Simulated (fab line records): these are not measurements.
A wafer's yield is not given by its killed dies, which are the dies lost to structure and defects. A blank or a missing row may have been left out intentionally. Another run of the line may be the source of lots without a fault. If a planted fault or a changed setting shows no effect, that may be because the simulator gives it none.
Problem report, 8D (eight disciplines) form, completed by code | flow berkeley-cmos170 | the parts of the form that need people (team, actions taken, sign-off) are left out

== 1. THE ISSUE ==
Mean PWELL_OXIDE_THK at UCB170_PWELL_THK_MEAS_03: 29.8 nm over 9 wafers in 3 lots; fault-free wafers: 26.5 nm, standard deviation 0.5. Measured from the usual mean, that is +6.6 standard deviations.
Earliest sighting: wafer L717.1 on film-metro-01 at day 3 07:34. Wafers with a number at this step in the record: 45, from 15 lots. Rule for "out" (also "out of limits"): further than 4 standard deviations from the usual mean. Any other wafer with a number is counted as sound.

== 2. WHAT IT IS AND WHAT IT IS NOT ==
question                    | is                                          | is not
which readings at this step | PWELL_OXIDE_THK                             | -
which lots                  | L717, L718, L719                            | L715, L716, L720, L721, L730, L731, L732, L733, L734, L735, L737, L738
which wafers of those lots  | all that have a number                      | -
read on which gauges        | film-metro-01, film-metro-02, film-metro-03 | -
when                        | from day 3 07:34                            | up to then (6 sound wafers); but 30 sound wafers of L720, L721, L730, L731, L732, L733, L734, L735, L737, L738 came after

== 3. WHAT RULES OUT EACH SUSPECT ==
Counting: a tool at a process step up to the reading stays a suspect if it ran every lot that is out and no sound lot after the first of them.
- the gauge at UCB170_PWELL_THK_MEAS_03 is ruled out. Those wafers that are out were read across 3 gauges (film-metro-01, film-metro-02, film-metro-03).
- furnace-02 at UCB170_PWELL_OXIDATION_02 (target thk 26.4 nm, ox time 1260 s): ruled out as a lasting fault. After its first lot that is out, L717 (day 3 06:13), sound lots L732, L733, L734, L735, L738 ran on it.
Left after counting: nothing in the record.

== 4. THE CAUSE (what the simulator had put in) ==
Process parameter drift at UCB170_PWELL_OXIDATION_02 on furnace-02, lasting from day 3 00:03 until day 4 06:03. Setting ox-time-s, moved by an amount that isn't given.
Counting ruled it out, wrongly: the rule takes a fault to strike every lot that its tool runs from its start on, and this one did not.

== 5. THE CHAIN OF EFFECTS, in route order ==
One row per reading whose mean, taken over the struck wafers that have a number, lies over 3 standard deviations from the usual. Only readings whose record carries a usual standard deviation are examined. hours: median over the lots of the time between each lot's start at the first step of this table that gives one and its start at this step. sigmas: the change, counted in usual standard deviations.
hours | step                     | reading         | usual   | on struck wafers | change | sigmas
0     | UCB170_PWELL_THK_MEAS_03 | PWELL_OXIDE_THK | 26.5 nm | 29.8             | +3.3   | +6.6

== 6. WHAT WOULD HAVE CAUGHT IT SOONER ==
Counted from the fault's start at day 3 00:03, it took 8 hours until the first out-of-limits reading at a measuring or inspecting step in this record, taken at day 3 07:34.
